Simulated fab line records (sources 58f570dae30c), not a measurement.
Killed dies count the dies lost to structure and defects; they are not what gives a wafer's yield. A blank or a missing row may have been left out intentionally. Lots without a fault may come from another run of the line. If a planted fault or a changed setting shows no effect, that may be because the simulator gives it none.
A lot that was struck, set against a sound lot + flow berkeley-cmos170 + 42 out of 331 route steps
Sound: the wafers L185.1, L185.2, L185.6. Wafers struck: L182.2, L182.3, L182.6. At the end, the cause is stated.
Each step with rows lists, per side, the tool, then ch with its chambers, then its first start. Under that, the readings that differ: sound wafers + struck wafers + difference of the means + sigmas: that difference in standard deviations of wafers without a fault.
alike: same words and numbers on both sides, and readings whose means sit less than 2 such deviations apart. not compared: any withheld reading, any reading some wafer has no value for, any bound like >300 that may hide the same value, and any number with overlapping values for which the record gives no deviation.
Wherever a step has rows on one side only, a row that says differs or no value, or a row with sigmas, the two part there. Numbers that have no deviation but don't overlap get no sigmas and don't part them. A reading missing from all wafers of one side parts the sides only when that side holds two or more wafers.

UCB170_PWELL_STRIP_16: strips in O2.
  sound on plasma-asher-02 ch 0,1, day 4 23:50; struck on plasma-asher-04 ch 0,1, day 4 04:43
| reading                      | sound             | struck            | difference | sigmas |
|------------------------------|-------------------|-------------------|------------|--------|
| strip-time-to-endpoint-s (s) | 17.90 18.03 17.93 | 18.14 18.11 18.13 | +0.17      | +2     |
  alike: drypump-motor-current-A, oes-product-au
  not compared: rf-hours-counter-h
UCB170_PWELL_TW_MEAS_17:
  sound: film-metro-02 at day 4 23:56; struck: film-metro-03 at day 4 04:50
  alike: PWELL_TW
then, 5 steps without rows for these wafers: UCB170_PWELL_CLEAN_18 (cleans in SPM, time 600 s); UCB170_PWELL_WET_ETCH_19 (etches Si3N4 in H3PO4, time 14400 s); UCB170_PWELL_WET_ETCH_20 (etches SiO2 in BOE, time 22 s); UCB170_WELLDRIVE_CLEAN_00 (cleans in SPM, time 600 s); UCB170_WELLDRIVE_OXIDATION_01 (target thk 199 nm, ox time 9000 s).
UCB170_WELLDRIVE_THK_MEAS_02:
  sound: film-metro-04 at day 5 13:44; struck: film-metro-04 at day 4 16:40
  alike: WELLDRIVE_OXIDE_THK
then, 4 steps without rows for these wafers: UCB170_WELLDRIVE_ANNEAL_03 (time 900 s); UCB170_WELLDRIVE_WET_ETCH_04 (etches SiO2 in BOE, time 120 s); UCB170_ACTIVE_CLEAN_00 (cleans in SPM, time 600 s); UCB170_ACTIVE_CLEAN_01 (cleans in dHF, time 60 s).
UCB170_ACTIVE_OXIDATION_02: target thk 26.4 nm, ox time 1260 s.
  sound on furnace-01 ch 0, day 5 22:04; struck on furnace-04 ch 0, day 4 23:31
| reading                                       | sound             | struck            | difference | sigmas |
|-----------------------------------------------|-------------------|-------------------|------------|--------|
| ox-time-s (s)                                 | 1260 1260 1260    | 1008 1008 1008    | -252       |        |
| model.SiO2_of_ACTIVE_OXIDATION_02.thk-nm (nm) | 25.86 26.03 25.64 | 23.57 23.29 23.51 | -2.39      |        |
  alike: tube-center-temp-C
UCB170_ACTIVE_THK_MEAS_03:
  sound: film-metro-04 at day 5 23:25; struck: film-metro-02 at day 5 00:56
| reading               | sound          | struck         | difference | sigmas |
|-----------------------|----------------|----------------|------------|--------|
| ACTIVE_OXIDE_THK (nm) | 25.9 26.0 25.6 | 23.6 23.3 23.6 | -2.3       | -4     |
then, 2 steps without rows for these wafers: UCB170_ACTIVE_ANNEAL_04 (time 900 s); UCB170_ACTIVE_CVD_05 (deposits Si3N4 from SiH2Cl2/NH3, target thk 220 nm, time 3300 s).
UCB170_ACTIVE_THK_MEAS_06:
  sound: film-metro-04 at day 6 03:13; struck: film-metro-02 at day 5 05:32
  alike: ACTIVE_NITRIDE_THK
then, 6 steps without rows for these wafers: UCB170_ACTIVE_HMDS_07 (prime time 60 s); UCB170_ACTIVE_COAT_08 (resist thk 900 nm); UCB170_ACTIVE_SOFTBAKE_09 (time 60 s); UCB170_ACTIVE_EXPOSE_10 (exposes mask ACTIVE, target cd 1200 nm); UCB170_ACTIVE_PEB_11; UCB170_ACTIVE_DEVELOP_12 (develop time 45 s).
UCB170_ACTIVE_CD_MEAS_13 targets a cd of 1200 nm.
  sound: cd-sem-02 at day 6 05:37; struck: cd-sem-01 at day 5 06:50
| reading    | sound                | struck               | difference | sigmas |
|------------|----------------------|----------------------|------------|--------|
| cd-nm (nm) | 1197.0 1196.7 1197.0 | 1198.7 1199.7 1200.3 | +2.7       | +2     |
UCB170_ACTIVE_OVL_MEAS_14:
  sound: overlay-02 at day 6 05:44; struck: overlay-02 at day 5 06:59
  alike: ACTIVE_OVL
UCB170_ACTIVE_ETCH_15: etches Si3N4 in CH3F/Ar/O2, stops on SiO2, target depth 242 nm, time 151 s.
  sound on rie-diel-03 ch 1,3, day 6 05:46; struck on rie-diel-02 ch 0,2,3, day 5 07:01
  alike: drypump-motor-current-A, oes-product-au, throttle-valve-pct
  not compared: rf-hours-counter-h
UCB170_ACTIVE_STRIP_16: strips in O2.
  sound on plasma-asher-03 ch 0,1, day 6 05:52; struck on plasma-asher-01 ch 0,1, day 5 07:07
  alike: drypump-motor-current-A, oes-product-au, strip-time-to-endpoint-s
  not compared: rf-hours-counter-h
UCB170_ACTIVE_CD_MEAS_90 targets a cd of 1200 nm.
  sound: cd-sem-02 at day 6 05:58; struck: cd-sem-01 at day 5 07:16
  alike: cd-nm
then, 7 steps without rows for these wafers: UCB170_ACTIVE_CLEAN_17 (cleans in SPM, time 600 s); UCB170_PFIELD_HMDS_00 (prime time 60 s); UCB170_PFIELD_COAT_01 (resist thk 900 nm); UCB170_PFIELD_SOFTBAKE_02 (time 60 s); UCB170_PFIELD_EXPOSE_03 (exposes mask PFIELD, target cd 1500 nm); UCB170_PFIELD_PEB_04; UCB170_PFIELD_DEVELOP_05 (develop time 45 s).
UCB170_PFIELD_OVL_MEAS_06:
  sound: overlay-02 at day 6 08:53; struck: overlay-02 at day 5 12:24
  alike: PFIELD_OVL
next, for these wafers, 1 step has no rows: UCB170_PFIELD_IMPLANT_07.
UCB170_PFIELD_STRIP_08: strips in O2.
  sound on plasma-asher-02 ch 0,1, day 6 09:05; struck on plasma-asher-02 ch 0, day 5 12:35
  alike: drypump-motor-current-A, oes-product-au, strip-time-to-endpoint-s
  not compared: rf-hours-counter-h
UCB170_PFIELD_TW_MEAS_09:
  sound: film-metro-03 at day 6 09:11; struck: film-metro-04 at day 5 12:41
| reading   | sound       | struck      | difference | sigmas |
|-----------|-------------|-------------|------------|--------|
| PFIELD_TW | 591 594 597 | 613 604 606 | +14        | +2     |
UCB170_FIELD_CLEAN_00: cleans in dHF, time 7.5 s.
  sound on wet-bench-04 ch 1, day 6 09:14; struck on wet-bench-03 ch 0, day 5 12:44
| reading                                       | sound             | struck            | difference | sigmas |
|-----------------------------------------------|-------------------|-------------------|------------|--------|
| model.SiO2_of_ACTIVE_OXIDATION_02.thk-nm (nm) | 20.74 20.89 20.49 | 18.17 18.27 18.43 | -2.42      |        |
then, 2 steps without rows for these wafers: UCB170_FIELD_OXIDATION_01 (target thk 558.3 nm, ox time 7200 s); UCB170_M3_PROBE_99.

## WHERE THEY PART
First at UCB170_PWELL_STRIP_16; last, within this record, at UCB170_PFIELD_TW_MEAS_09.

WHY: whatever the simulator had introduced
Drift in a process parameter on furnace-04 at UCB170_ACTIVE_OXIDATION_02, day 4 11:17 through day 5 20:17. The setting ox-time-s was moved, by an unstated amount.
